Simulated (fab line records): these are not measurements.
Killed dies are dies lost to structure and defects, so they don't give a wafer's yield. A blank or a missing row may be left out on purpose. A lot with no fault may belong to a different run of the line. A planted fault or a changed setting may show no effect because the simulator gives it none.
fab line records	flow berkeley-cmos170
record lots=14	wafers=42	last-day=10
route steps=331 shown ZERO@12 PWELL@37 PFIELD@87
lots that met no fault: from a run of the same line without faults
start-h: the number of hours between the record's first day and the start of the first shown wafer of the lot	wait-h: time in hours since the lot's previous step	" the same as in the row above	L1.1+2: one row covering several wafers at once	- no value, or no start given	* or withheld: withheld	< > ~ a bound
route shown NAME@n: NAME is a module with steps in the file, n the number in the route of the first one	usual: average and standard deviation across the fault-free wafers	same: alike in all rows	chamber/n: place in a boat	sites: readings site by site	_std_site: the standard deviation of these	_edge_site: mean of outer sites minus mean of inner sites	radius-mm: how far each site lies from the wafer's centre	mask NAME#n: copy n	behind: tool/chamber where the wafer was last shaped	hold: why the lot was held/for how many hours/how that ended	device: the transistor (n, p or np) that didn't switch	end of line: the same wafers' tests at the end of the route	where a step has no rows: the recipe by itself	killed: count of dies lost to structure and defects at first sort (not the wafer's yield)	map: dies across one wafer; x = killed, . = not, _ = none there
set.NAME: the setting the step ran with; set.NAME@STEP: the setting that earlier step ran with	model.NAME: the simulator's own value behind a step, which no gauge read
a sample of lots followed through the steps of the route, with each step as a table and each wafer as a row
services: when a tool's chamber went out of use (start-h, in hours from the record's first day, below 0 if earlier), for how many hours, and the reason
## steps
# step UCB170_ZERO_ETCH_06
# recipe chemistry=CHF3/CF4/Ar	target=SiO2	time-s=12	pressure-mtorr=100	rf-w=500	CHF3_flow_sccm=50	cf4-flow-sccm=10	Ar_flow_sccm=120	over-etch-frac=1.58
# usual CHF3_flow_sccm=50.00/0.15	chamber-pressure-mTorr=99.99/0.095	drypump-motor-current-A=5.4/0.3	oes-product-au=0.615/0.01	throttle-valve-pct=9.29/0.14
lot.wafer	tool	chamber	start-h	wait-h	CHF3_flow_sccm	chamber-pressure-mTorr	drypump-motor-current-A	oes-product-au	rf-hours-counter-h	throttle-valve-pct
L783.2	rie-diel-02	0	21.99	-	49.97	100.02	5.5	0.619	53	9.21
L783.5	"	3	"	"	50.09	99.92	5.1	0.600	-	9.09
L783.6	"	0	"	"	49.94	100.01	5.4	0.617	-	9.22
L784.1	rie-diel-04	2	25.61	-	49.84	100.08	5.6	0.608	68	9.09
L784.2	"	3	"	"	50.01	100.07	5.0	0.618	10	9.34
L784.6	"	3	"	"	50.09	100.10	5.1	0.606	-	9.34
L785.3	rie-diel-02	2	32.81	-	50.15	100.05	5.2	0.625	56	9.34
L785.4	"	1	"	"	49.93	99.98	6.0	0.598	23	9.51
L785.6	"	1	"	"	49.81	99.87	6.0	0.604	-	9.50
L786.2	rie-diel-04	1	36.44	-	49.98	100.12	5.6	0.622	119	9.51
L786.3	"	2	"	"	49.96	99.87	5.6	0.604	69	9.11
L786.4	"	0	"	"	50.04	99.87	5.4	0.620	65	9.25
L787.1	rie-diel-01	1	38.19	-	50.20	100.02	5.2	0.619	114	9.35
L787.3	"	2	"	"	50.15	100.05	5.8	0.605	109	9.20
L787.5	"	1	"	"	50.17	100.01	5.2	0.626	-	9.36
L788.2	rie-diel-02	3	42.70	-	50.00	100.05	5.1	0.602	59	9.09
L788.3	"	0	"	"	49.98	99.97	5.4	0.610	53	9.22
L788.5	"	1	"	"	49.96	99.96	6.0	0.594	-	9.52
L789.3	rie-diel-02	3	49.00	-	49.82	99.89	5.1	0.602	59	9.09
L789.5	"	2	"	"	49.81	100.04	5.2	0.629	-	9.32
L789.6	"	1	"	"	49.84	100.11	6.0	0.609	-	9.52
L790.3	rie-diel-04	1	56.37	-	49.86	99.85	5.5	0.622	120	9.50
L790.4	"	2	"	"	50.10	99.82	5.6	0.604	70	9.10
L790.6	"	2	"	"	49.97	99.98	5.6	0.600	-	9.11
L791.2	rie-diel-02	3	58.46	-	49.98	100.04	5.1	0.599	60	9.10
L791.4	"	0	"	"	49.87	99.92	5.4	0.620	54	9.23
L791.6	"	2	"	"	49.96	99.83	5.2	0.622	-	9.33
L792.2	rie-diel-01	1	63.76	-	50.26	99.84	5.2	0.619	115	9.35
L792.4	"	3	"	"	50.33	99.94	5.5	0.626	67	9.45
L792.5	"	1	"	"	50.28	99.89	5.3	0.627	-	9.35
L793.2	rie-diel-04	3	69.31	-	50.12	100.14	5.1	0.615	12	9.34
L793.4	"	1	"	"	50.03	99.99	5.6	0.612	121	9.49
L793.5	"	1	"	"	49.99	100.01	5.5	0.617	-	9.50
L794.4	rie-diel-04	2	74.11	-	50.11	99.91	5.6	0.601	70	9.10
L794.5	"	1	"	"	49.70	100.04	5.6	0.613	-	9.49
L794.6	"	0	"	"	50.00	100.10	5.4	0.623	-	9.27
L801.1	rie-diel-01	0	109.57	-	50.13	99.97	4.9	0.614	36	9.11
L801.5	"	1	"	"	49.99	100.01	5.2	0.620	-	9.34
L801.6	"	0	"	"	49.83	100.01	4.9	0.613	-	9.13
L803.4	rie-diel-01	0	119.00	-	50.24	99.76	4.9	0.609	37	9.13
L803.5	"	0	"	"	50.20	100.19	4.9	0.617	-	9.12
L803.6	"	1	"	"	49.93	100.04	5.3	0.622	-	9.34
# step UCB170_PWELL_THK_MEAS_03
# recipe reads=SiO2_of_PWELL_OXIDATION_02
# usual PWELL_OXIDE_THK=26.2/0.45
lot.wafer	tool	chamber	start-h	wait-h	PWELL_OXIDE_THK[nm]
L784.1	film-metro-04	-	44.64	0.0	26.5
L784.2	"	-	"	"	26.3
L784.6	"	-	"	"	26.4
L783.2	film-metro-01	-	44.65	0.0	26.3
L783.5	"	-	"	"	26.6
L783.6	"	-	"	"	26.9
L785.3	film-metro-01	-	51.22	0.0	25.8
L785.4	"	-	"	"	26.4
L785.6	"	-	"	"	26.0
L787.1	film-metro-03	-	59.02	0.0	26.0
L787.3	"	-	"	"	26.1
L787.5	"	-	"	"	25.8
L786.2	film-metro-04	-	59.03	0.0	26.3
L786.3	"	-	"	"	26.7
L786.4	"	-	"	"	26.2
L788.2	film-metro-01	-	60.38	0.0	26.4
L788.3	"	-	"	"	26.4
L788.5	"	-	"	"	26.9
L789.3	film-metro-04	-	70.29	0.0	26.2
L789.5	"	-	"	"	26.2
L789.6	"	-	"	"	26.2
L790.3	film-metro-01	-	75.14	0.0	25.7
L790.4	"	-	"	"	25.6
L790.6	"	-	"	"	25.4
L791.2	film-metro-04	-	80.82	0.0	26.2
L791.4	"	-	"	"	26.5
L791.6	"	-	"	"	26.3
L792.2	film-metro-03	-	86.33	0.0	27.0
L792.4	"	-	"	"	27.0
L792.5	"	-	"	"	26.7
L793.2	film-metro-04	-	93.92	0.0	25.6
L793.4	"	-	"	"	25.4
L793.5	"	-	"	"	25.5
L794.4	film-metro-01	-	93.94	0.0	25.9
L794.5	"	-	"	"	25.8
L794.6	"	-	"	"	25.7
L801.1	film-metro-04	-	127.84	0.0	25.7
L801.5	"	-	"	"	26.2
L801.6	"	-	"	"	25.7
L803.4	film-metro-03	-	145.80	0.0	27.0
L803.5	"	-	"	"	27.5
L803.6	"	-	"	"	27.2
# step UCB170_PFIELD_STRIP_08
# recipe chemistry=O2	power-w=400	pressure-mtorr=3500	platen-temp-c=withheld	o2-flow-sccm=400	overash-fraction=0.5
# usual chamber-pressure-mTorr=3500/3.1	drypump-motor-current-A=5.77/0.21	oes-product-au=0.734/0.0043	strip-time-to-endpoint-s=21.62/0.059
lot.wafer	tool	chamber	start-h	wait-h	chamber-pressure-mTorr	drypump-motor-current-A	oes-product-au	rf-hours-counter-h	strip-time-to-endpoint-s
L783.2	plasma-asher-04	1	81.99	0.1	3498	5.65	0.734	39	21.56
L783.5	"	0	"	"	3503	5.85	0.733	-	21.57
L783.6	"	1	"	"	3498	5.64	0.736	-	21.61
L784.1	plasma-asher-03	1	86.33	0.1	3496	5.98	0.738	26	21.53
L784.2	"	0	"	"	3504	5.48	0.729	26	21.56
L784.6	"	0	"	"	3501	5.48	0.734	-	21.52
L785.3	plasma-asher-02	0	87.33	0.1	3499	6.00	0.727	-	21.66
L785.4	"	1	"	"	3500	5.60	0.734	-	21.58
L785.6	"	0	"	"	3498	6.01	0.738	-	21.61
L786.2	plasma-asher-02	0	103.02	0.1	3498	5.99	0.735	40	21.66
L786.3	"	0	"	"	3501	5.97	0.735	-	21.64
L786.4	"	1	"	"	3494	5.60	0.739	-	21.64
L787.1	plasma-asher-04	1	103.26	0.1	3498	5.65	0.726	41	21.62
L787.3	"	1	"	"	3502	5.67	0.735	-	21.68
L787.5	"	1	"	"	3504	5.65	0.728	-	21.60
L788.2	plasma-asher-03	0	103.56	0.1	3499	5.47	0.737	28	21.69
L788.3	"	1	"	"	3496	6.02	0.735	-	21.65
L788.5	"	1	"	"	3500	6.00	0.733	-	21.66
L789.3	plasma-asher-03	0	112.46	0.1	3499	5.49	0.734	-	21.64
L789.5	"	0	"	"	3508	5.48	0.736	-	21.62
L789.6	"	1	"	"	3503	6.06	0.739	-	21.67
L790.3	plasma-asher-03	0	116.25	0.1	3503	5.46	0.730	-	21.48
L790.4	"	1	"	"	3500	6.06	0.732	-	21.57
L790.6	"	1	"	"	3497	6.08	0.744	-	21.57
L791.2	plasma-asher-03	0	124.61	0.1	3504	5.50	0.726	30	21.64
L791.4	"	1	"	"	3496	6.06	0.738	-	21.58
L791.6	"	0	"	"	3503	5.49	0.737	-	21.67
L792.2	plasma-asher-04	1	131.34	0.1	3501	5.67	0.732	44	21.63
L792.4	"	0	"	"	3498	5.84	0.730	-	21.63
L792.5	"	0	"	"	3497	5.83	0.731	-	21.68
L793.2	plasma-asher-02	0	138.69	0.1	3507	6.02	0.733	0	21.56
L793.4	"	0	"	"	3506	5.99	0.737	-	21.56
L793.5	"	0	"	"	3501	5.99	0.730	-	21.56
L794.4	plasma-asher-02	1	140.66	0.1	3497	5.61	0.729	-	21.55
L794.5	"	0	"	"	3502	6.00	0.736	-	21.59
L794.6	"	1	"	"	3501	5.61	0.736	-	21.61
L801.1	plasma-asher-04	0	174.01	0.1	-	-	-	-	-
L801.5	"	0	"	"	-	-	-	-	-
L801.6	"	1	"	"	-	-	-	-	-
L803.4	plasma-asher-04	0	186.50	0.1	-	-	-	-	-
L803.5	"	1	"	"	-	-	-	-	-
L803.6	"	0	"	"	-	-	-	-	-
# step UCB170_PFIELD_TW_MEAS_09
# usual PFIELD_TW=601/6.2
lot.wafer	tool	chamber	start-h	wait-h	PFIELD_TW
L783.2	film-metro-04	-	82.10	0.1	613
L783.5	"	-	"	"	608
L783.6	"	-	"	"	609
L784.1	film-metro-02	-	86.43	0.1	592
L784.2	"	-	"	"	595
L784.6	"	-	"	"	593
L785.3	film-metro-03	-	87.42	0.1	607
L785.4	"	-	"	"	602
L785.6	"	-	"	"	603
L786.2	film-metro-03	-	103.13	0.1	599
L786.3	"	-	"	"	597
L786.4	"	-	"	"	599
L787.1	film-metro-02	-	103.36	0.1	601
L787.3	"	-	"	"	602
L787.5	"	-	"	"	597
L788.2	film-metro-04	-	103.67	0.1	607
L788.3	"	-	"	"	607
L788.5	"	-	"	"	610
L789.3	film-metro-02	-	112.54	0.1	598
L789.5	"	-	"	"	597
L789.6	"	-	"	"	597
L790.3	film-metro-03	-	116.33	0.1	601
L790.4	"	-	"	"	602
L790.6	"	-	"	"	599
L791.2	film-metro-03	-	124.72	0.1	599
L791.4	"	-	"	"	602
L791.6	"	-	"	"	600
L792.2	film-metro-04	-	131.45	0.1	610
L792.4	"	-	"	"	607
L792.5	"	-	"	"	610
L793.2	film-metro-04	-	138.80	0.1	608
L793.4	"	-	"	"	608
L793.5	"	-	"	"	614
L794.4	film-metro-03	-	140.75	0.1	598
L794.5	"	-	"	"	599
L794.6	"	-	"	"	599
L801.1	film-metro-02	-	174.11	0.1	597
L801.5	"	-	"	"	597
L801.6	"	-	"	"	598
L803.4	film-metro-03	-	186.59	0.1	604
L803.5	"	-	"	"	602
L803.6	"	-	"	"	600
## services
tool	chamber	start-h	hours	kind
rie-diel-02	3	-1.12	9.1	repair
plasma-asher-02	-	13.02	5.0	repair
rie-diel-01	0	13.90	11.1	repair
rie-diel-02	3	20.44	1.3	repair
rie-diel-04	3	42.72	4.8	repair
plasma-asher-03	-	54.55	15.6	pm
plasma-asher-02	-	108.75	9.0	pm
plasma-asher-02	0	108.75	9.0	vent-cycle
plasma-asher-02	1	108.75	9.0	vent-cycle
plasma-asher-02	0	117.75	-	clean
plasma-asher-02	1	117.75	-	clean
rie-diel-02	3	119.72	5.8	repair
plasma-asher-02	-	122.85	15.6	pm
rie-diel-02	1	167.29	9.5	repair
rie-diel-01	0	175.24	6.2	repair
## key
first-sign step=UCB170_PFIELD_STRIP_08	reading=tool-record	direction=missing
effect none on later readings
met-at UCB170_PFIELD_STRIP_08
struck-lots L801,L803
later-rows-left-out L801.1,L801.5,L801.6,L803.4,L803.5,L803.6
sort-left-out L801.1,L801.5,L801.6,L803.4,L803.5,L803.6
tester-left-out L801,L803
not-acting-at UCB170_ZERO_ETCH_06,UCB170_PWELL_THK_MEAS_03,UCB170_PFIELD_TW_MEAS_09
onset-between 131.34 174.01
fault kind=skipped-step-whole	tool=plasma-asher-04	chamber=-	onset-h=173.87	steps=UCB170_PFIELD_STRIP_08	scope=struck-lots-only
# tester-left-out: of these lots the tester's yield and bins aren't shown, on N5 and GAA mostly nor the transistor test; their killed dies are dies lost to structure and defects alone, not to doping, threshold or leakage, so they don't give the yield
# sort-left-out: the simulated sort isn't trusted on such a fault, so these wafers' sort isn't shown, and their yield isn't known
# later-rows-left-out: the simulator's readings of these wafers behind a module that went badly wrong aren't trusted and aren't shown, but for the sort
